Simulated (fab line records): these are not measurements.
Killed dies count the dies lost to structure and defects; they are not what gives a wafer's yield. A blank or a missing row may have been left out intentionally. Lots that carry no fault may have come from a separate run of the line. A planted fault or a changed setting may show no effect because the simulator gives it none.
Struck lot and sound lot, side by side    flow rit-cmos    30 out of 202 route steps
Sound: the wafers L200.2, L200.5, L200.6. Struck: wafers L204.1, L204.5, L204.6. At the end, the cause is stated.
Per side, at each step with rows, come the tool, then ch with its chambers, and then its first start. Under that, the readings that differ: sound wafers    struck wafers    difference of the means    sigmas: that difference in standard deviations of wafers without a fault.
alike: a reading whose means differ by less than 2 such deviations, as well as words and numbers matching on both sides. not compared: withheld readings; readings where some wafer has no value; bounds like >300 that might hide an equal value; numbers whose values overlap and for which the record gives no deviation.
A row with sigmas, a row that says differs or no value, or rows on one side alone: a step with any of these is where the two part. Non-overlapping numbers with no deviation appear without sigmas and do not part them. A reading missing from all wafers of one side parts the sides only when that side holds two or more wafers.

RIT_FOX2_THK_MEAS_01:
  sound: film-metro-02 at day 3 10:29; struck: film-metro-04 at day 4 07:43
  alike: FOX2_OXIDE_THK
then, 2 steps without rows for these wafers: RIT_FOX2_CLEAN_02 (cleans in dHF, time 180 s); RIT_FOX2_WET_ETCH_03 (etches Si3N4 in H3PO4, target depth 195 nm, time 2700 s).
RIT_FOX2_THK_MEAS_90:
  sound: film-metro-04 at day 3 11:26; struck: film-metro-02 at day 4 08:36
  alike: FIELD_OXIDE_LEFT_1_THK
then, 6 steps without rows for these wafers: RIT_NWELL_HMDS_00 (prime time 60 s); RIT_NWELL_COAT_01 (resist thk 1300 nm); RIT_NWELL_SOFTBAKE_02 (time 60 s); RIT_NWELL_EXPOSE_03 (exposes mask M2, target cd 43900 nm); RIT_NWELL_PEB_04; RIT_NWELL_DEVELOP_05 (develop time 68 s).
RIT_NWELL_OVL_MEAS_06:
  sound: overlay-01 at day 3 12:30; struck: overlay-02 at day 4 09:41
  alike: NWELL_OVL
then, 1 step without rows for these wafers: RIT_NWELL_HARDBAKE_07 (time 120 s).
RIT_NWELL_IMPLANT_08:
  sound on implanter-03 ch 0, day 3 12:48; struck on implanter-02 ch 0, day 4 09:58
reading                    sound                 struck                difference  sigmas
beam-energy-keV            170.06 170.13 169.95  119.05 119.00 118.93  -51.05      -99 or more
model.implant.rp-nm (nm)   212.6 212.6 212.6     148 148 148           -65         
model.implant.drp-nm (nm)  68.82 68.82 68.82     52.37 52.37 52.37     -16.45      
RIT_NWELL_STRIP_09: strips in O2, time 180 s.
  sound on plasma-asher-04 ch 0,1, day 3 12:56; struck on plasma-asher-04 ch 0,1, day 4 10:07
  alike: drypump-motor-current-A
  not compared: rf-hours-counter-h
RIT_NWELL_TW_MEAS_10:
  sound: film-metro-04 at day 3 13:07; struck: film-metro-01 at day 4 10:17
reading   sound           struck          difference  sigmas
NWELL_TW  2155 2154 2141  1991 1991 1988  -160        -13
then, 6 steps without rows for these wafers: RIT_PWELL_HMDS_00 (prime time 60 s); RIT_PWELL_COAT_01 (resist thk 1300 nm); RIT_PWELL_SOFTBAKE_02 (time 60 s); RIT_PWELL_EXPOSE_03 (exposes mask M3, target cd 43700 nm); RIT_PWELL_PEB_04; RIT_PWELL_DEVELOP_05 (develop time 68 s).
RIT_PWELL_OVL_MEAS_06:
  sound: overlay-02 at day 3 14:10; struck: overlay-02 at day 4 11:14
  alike: PWELL_OVL
then, 2 steps without rows for these wafers: RIT_PWELL_HARDBAKE_07 (time 120 s); RIT_PWELL_IMPLANT_08.
RIT_PWELL_STRIP_09: strips in O2, time 180 s.
  sound on plasma-asher-02 ch 0,1, day 3 14:36; struck on plasma-asher-03 ch 0,1, day 4 11:40
  alike: drypump-motor-current-A
  not compared: rf-hours-counter-h
RIT_PWELL_TW_MEAS_10:
  sound: film-metro-04 at day 3 14:47; struck: film-metro-01 at day 4 11:50
  alike: PWELL_TW
then, 1 step without rows for these wafers: RIT_WELLDRIVE_ANNEAL_00 (time 14700 s).
RIT_WELLDRIVE_RS_MEAS_01: the measuring method here is four-point-probe.
  sound: film-metro-03 at day 3 20:09; struck: film-metro-04 at day 4 16:59
reading            sound              struck             difference  sigmas
NWELL_RS (ohm/sq)  280.9 280.2 280.7  282.5 282.2 282.4  +1.8        +2
RIT_WELLDRIVE_RS_MEAS_02: the measuring method here is four-point-probe.
  sound: film-metro-03 at day 3 20:16; struck: film-metro-04 at day 4 17:06
  alike: PWELL_RS
RIT_M1_PROBE_99:
  sound: prober-01 at day 5 01:28; struck: prober-01 at day 5 23:13
reading                                         sound                 struck                difference  sigmas
model.etest.nwell-pinched.rs-ohm-sq             338.9 335.7 338.8     358.9 357.1 360.8     +21.1       
model.etest.well-edge-left.line-ohm-um          186.9 188.1 186.3     194.6 194.2 195.1     +7.5        
model.etest.well-edge-right.line-ohm-um         187.5 185.4 185.7     191.6 195.8 195       +7.9        
model.etest.field-p-metal.vt-v (V)              -27.9 -28.61 -28.25   -24.66 -25.24 -24.84  +3.34       
model.etest.field-p.vt-v (V)                    -12.5 -12.44 -12.49   -11.03 -11.24 -11.19  +1.32       
model.etest.iso-nwell-nwell.bv-v (V)            22.46 22.78 22.01     23.3 23.11 23.26      +0.8        
model.etest.vpnp.gain                           1.055 1.019 1.023     1.152 1.129 1.165     +0.116      
model.etest.iso-pplus-pwell.lateral-log10-a-um  -9.242 -9.262 -9.252  -9.222 -9.181 -9.193  +0.053      
  alike: killed-at-contacts, killed-at-front-end, killed-dies, killed-open, killed-short

## WHERE THEY PART
Last at RIT_WELLDRIVE_RS_MEAS_01 as far as this record goes, first at RIT_NWELL_IMPLANT_08. Later steps at which nothing parts them and some readings are alike: RIT_WELLDRIVE_RS_MEAS_02, RIT_M1_PROBE_99.

WHY: whatever the simulator had introduced
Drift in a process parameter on implanter-02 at RIT_NWELL_IMPLANT_08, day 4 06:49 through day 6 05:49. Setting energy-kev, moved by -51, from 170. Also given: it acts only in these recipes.
